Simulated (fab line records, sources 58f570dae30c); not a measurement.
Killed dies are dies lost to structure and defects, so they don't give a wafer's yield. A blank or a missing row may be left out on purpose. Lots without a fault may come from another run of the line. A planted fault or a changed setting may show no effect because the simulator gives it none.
Split-lot experiment | flow berkeley_cmos170 | 5 lots, 23 wafers read, on a route of 331 steps

THE SPLIT
At UCB170_PSD_IMPLANT_08, the setting dose_cm2 was moved away from the recipe's 3e+15 on 11 of the 23 wafers read, by -4.4% to +2.0%. The other wafers ran this setting at the recipe's value.

FROM THE SPLIT TO THE READING: what the file shows between them, 11 steps
- UCB170_PSD_STRIP_09: strips in O2
- UCB170_NSD_COAT_01: resist thk 900 nm (also split here: resist_thk_nm)
- UCB170_NSD_SOFTBAKE_02: time 60 s
- UCB170_NSD_EXPOSE_03: exposes mask NSELECT MOD, target cd 1200 nm
- UCB170_NSD_IMPLANT_08
- UCB170_NSD_STRIP_09: strips in O2
- UCB170_BACKSIDE_SOFTBAKE_02: time 60 s (also split here: time_s)
- UCB170_BACKSIDE_STRIP_03: strips in O2
- UCB170_BACKSIDE_CLEAN_04: cleans in SPM, time 600 s
- UCB170_SDANNEAL_RTA_00: time 10 s
- UCB170_SDANNEAL_RTA_01: time 5 s

THE READING
PSD_RS, in ohm/sq, at UCB170_SDANNEAL_RS_MEAS_02 (measures by four-point-probe). Fault-free wafers of this fab line usually give 75.5 ohm/sq, standard deviation 0.37 ohm/sq.

wafer  | tool, chamber at the split | dose_cm2 as run | against the recipe | PSD_RS, ohm/sq | against lot-mates on the recipe
L074.1 | implanter-04, 0            | 3e+15           | recipe             | 75.4           | -
L074.2 | implanter-04, 0            | 3.06e+15        | +2.0%              | 74.4           | -1.0
L074.4 | implanter-04, 0            | 3e+15           | recipe             | 75.4           | -
L074.5 | implanter-04, 0            | 3.06e+15        | +2.0%              | 74.1           | -1.3
L074.6 | implanter-04, 0            | 3.06e+15        | +2.0%              | 74.4           | -1.0
L075.1 | implanter-03, 0            | 3e+15           | recipe             | 74.9           | -
L075.3 | implanter-03, 0            | 2.919e+15       | -2.7%              | 76.4           | +1.5
L075.4 | implanter-03, 0            | 2.919e+15       | -2.7%              | 76.8           | +1.9
L075.5 | implanter-03, 0            | 3e+15           | recipe             | 75.0           | -
L075.6 | implanter-03, 0            | 3e+15           | recipe             | 74.9           | -
L079.1 | implanter-02, 0            | 2.867e+15       | -4.4%              | 77.7           | +2.2
L079.2 | implanter-02, 0            | 3e+15           | recipe             | 75.3           | -
L079.3 | implanter-02, 0            | 2.867e+15       | -4.4%              | 78.0           | +2.5
L079.4 | implanter-02, 0            | 2.867e+15       | -4.4%              | 77.9           | +2.4
L079.5 | implanter-02, 0            | 3e+15           | recipe             | 75.8           | -
L078.1 | implanter-04, 0            | 3e+15           | recipe             | 75.1           | -
L078.4 | implanter-04, 0            | 3e+15           | recipe             | 75.4           | -
L078.5 | implanter-04, 0            | 3e+15           | recipe             | 75.3           | -
L082.1 | implanter-03, 0            | 2.884e+15       | -3.9%              | 78.5           | +2.6
L082.2 | implanter-03, 0            | 3e+15           | recipe             | 76.1           | -
L082.4 | implanter-03, 0            | 2.884e+15       | -3.9%              | 78.0           | +2.1
L082.5 | implanter-03, 0            | 2.884e+15       | -3.9%              | 78.3           | +2.4
L082.6 | implanter-03, 0            | 3e+15           | recipe             | 75.8           | -

THE FIT
A straight line over all 23 wafers: PSD_RS changes by -0.607 ohm/sq for each +1% of dose_cm2; r = -0.96; the points scatter about the line by 0.4 ohm/sq.
The same after taking each lot's own level away (the mean of its wafers on the recipe; 23 wafers): -0.559 ohm/sq for each +1%; r = -0.99; scatter 0.19 ohm/sq.
On that fit, the largest move of dose_cm2 shifts the reading by 2.5 ohm/sq.
The lots' own levels span 74.93 to 75.95 ohm/sq, that is 2.7 times the standard deviation above.
So the lot-to-lot level changes the slope little: the two slopes agree.
Check: with one of the wafers moved furthest among these (-4.4%) left out of the fit, the line predicts +2.56 ohm/sq for it against its lot-mates. It came out at +2.15 ohm/sq against them.

OTHER SPLITS ON THESE WAFERS
These wafers also went through other splits before the reading. Each is held against what the fit with the lots' levels taken away leaves over:
other split on the same wafers     | wafers away from the commonest value | r with PSD_RS (lot level and that fit taken away)
UCB170_SPACER_CVD_00 time_s        | 6                                    | -0.16
UCB170_NSD_COAT_01 resist_thk_nm   | 10                                   | +0.33
UCB170_BACKSIDE_SOFTBAKE_02 time_s | 7                                    | +0.10

THE WHOLE CHAIN: every reading that the file lists as answering this split, in the file's order
step                       | what it does                 | reading                  | change (the file's fit)              | r (the file's)
UCB170_PSD_STRIP_09        | strips in O2                 | strip_time_to_endpoint_s | withheld for each +1% of the setting | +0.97
UCB170_SDANNEAL_RS_MEAS_02 | measures by four-point-probe | PSD_RS                   | -0.559 for each +1% of the setting   | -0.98

THE FILE'S OWN FIT
PSD_RS changes by -0.559 ohm/sq for each +1% of dose_cm2, r = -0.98.
